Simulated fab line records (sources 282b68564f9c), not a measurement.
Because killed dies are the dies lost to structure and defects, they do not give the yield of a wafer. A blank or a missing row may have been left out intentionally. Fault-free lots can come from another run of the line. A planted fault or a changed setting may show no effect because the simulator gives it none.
Comparing a struck lot with a sound one    flow rit-cmos    15 out of 202 route steps
Sound: wafers L641.1, L641.2, L641.6. Wafers L648.1, L648.2, L648.5 were the ones struck. At the end, the cause is stated.
Each step with rows lists, per side, the tool, then ch with its chambers, then its first start. Under that, the readings that differ: sound wafers    struck wafers    difference of the means    sigmas: that difference in standard deviations of wafers without a fault.
alike: same words and numbers on both sides, and readings whose means sit less than 2 such deviations apart. not compared: any withheld reading, any reading some wafer has no value for, any bound like >300 that may hide the same value, and any number with overlapping values for which the record gives no deviation.
A row with sigmas, a row that says differs or no value, or rows on one side alone: a step with any of these is where the two part. Numbers that don't overlap but have no deviation are shown without sigmas and don't part them. A reading that every wafer of one side lacks parts them only if that side has two wafers or more.

RIT_NWELL_TW_MEAS_10:
  sound: film-metro-03 at day 3 01:56; struck: film-metro-04 at day 4 12:36
  alike: NWELL_TW
then, 6 steps without rows for these wafers: RIT_PWELL_HMDS_00 (prime time 60 s); RIT_PWELL_COAT_01 (resist thk 1300 nm); RIT_PWELL_SOFTBAKE_02 (time 60 s); RIT_PWELL_EXPOSE_03 (exposes mask M3, target cd 43700 nm); RIT_PWELL_PEB_04; RIT_PWELL_DEVELOP_05 (develop time 70.14 s).
RIT_PWELL_OVL_MEAS_06:
  sound: overlay-01 at day 3 03:00; struck: overlay-02 at day 4 13:32
  alike: PWELL_OVL
then, 2 steps without rows for these wafers: RIT_PWELL_HARDBAKE_07 (time 120 s); RIT_PWELL_IMPLANT_08.
RIT_PWELL_STRIP_09: strips in O2, time 180 s.
  sound on plasma-asher-04 ch 0,1, day 3 03:26; struck on plasma-asher-02 ch 0,1, day 4 13:58
  alike: drypump-motor-current-A
  not compared: rf-hours-counter-h
RIT_PWELL_TW_MEAS_10:
  sound: film-metro-03 at day 3 03:37; struck: film-metro-03 at day 4 14:09
  alike: PWELL_TW
RIT_WELLDRIVE_ANNEAL_00: time 14700 s.
  sound on furnace-03 ch 0, day 3 05:05; struck on furnace-04 ch 0, day 4 21:13
  alike: spike-tc-load-C
RIT_WELLDRIVE_RS_MEAS_01: uses a four-point probe to measure.
  sound: film-metro-03 at day 3 10:10; struck: film-metro-03 at day 5 02:18
  alike: NWELL_RS
RIT_M1_PROBE_99:
  sound: prober-01 at day 4 18:01; struck: prober-02 at day 6 21:19
  alike: killed-at-contacts, killed-at-front-end, killed-dies, killed-open, killed-short

== WHERE THEY PART ==
Nowhere in this record.

WHY: what the simulator had put in
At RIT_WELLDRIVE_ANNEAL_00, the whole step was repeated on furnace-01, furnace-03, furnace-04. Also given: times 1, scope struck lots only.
